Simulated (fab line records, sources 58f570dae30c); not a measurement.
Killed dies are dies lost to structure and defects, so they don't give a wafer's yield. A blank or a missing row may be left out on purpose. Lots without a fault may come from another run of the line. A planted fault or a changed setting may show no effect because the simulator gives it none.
Which tool did it? | flow berkeley_cmos170 | 6 lots, 18 wafers sampled, at 2 steps of a route of 331

WHAT THE GAUGES READ, wafer by wafer
UCB170_CONTACT_CD_MEAS_15: target cd 700 nm.
lot  | measured     | on        | cd_nm (nm)
L701 | day 8 14:05  | cd_sem-01 | 700.7 699.4 700.3
L702 | day 8 14:14  | cd_sem-02 | 701.5 701.5 703.5
L708 | day 8 22:05  | cd_sem-01 | 698.2 699.6 699.0
L712 | day 10 11:06 | cd_sem-02 | 703.3 703.3 701.6
L715 | day 10 14:23 | cd_sem-02 | 703.4 702.7 701.8
L719 | day 11 04:16 | cd_sem-01 | 700.6 699.1 699.5

WHICH TOOL RAN EACH LOT (tool, then ch and the chambers of the sampled wafers, then the start)
lot  | UCB170_CONTACT_EXPOSE_12
L701 | krf_scanner-02 ch 0, day 8 13:15
L702 | krf_scanner-02 ch 0, day 8 13:50
L708 | krf_scanner-02 ch 0, day 8 21:41
L712 | krf_scanner-02 ch 0, day 10 10:41
L715 | krf_scanner-02 ch 0, day 10 13:29
L719 | krf_scanner-02 ch 0, day 11 03:10
- UCB170_CONTACT_EXPOSE_12: exposes mask CONT, target cd 700 nm.

THE ANSWER, worked out from the rows above alone
Rule: what is usual is taken from the lots themselves. Put in order of their means at a reading, lots are off if they are a third of the lots or fewer, leave a main group of 4 or more, and stand apart from it by a gap of 3 or more times the standard deviation of the main group's means; of several such gaps the widest counts. A main group whose means are all the same, to the digits that the tables above print for the reading, isn't used. A lot without any number at a reading at which 4 lots or more have one is off too. The other lots that the step has rows for count as sound.
No lot is off at any reading shown: from this, nothing can be told.

WHAT THE SIMULATOR HAD PUT IN
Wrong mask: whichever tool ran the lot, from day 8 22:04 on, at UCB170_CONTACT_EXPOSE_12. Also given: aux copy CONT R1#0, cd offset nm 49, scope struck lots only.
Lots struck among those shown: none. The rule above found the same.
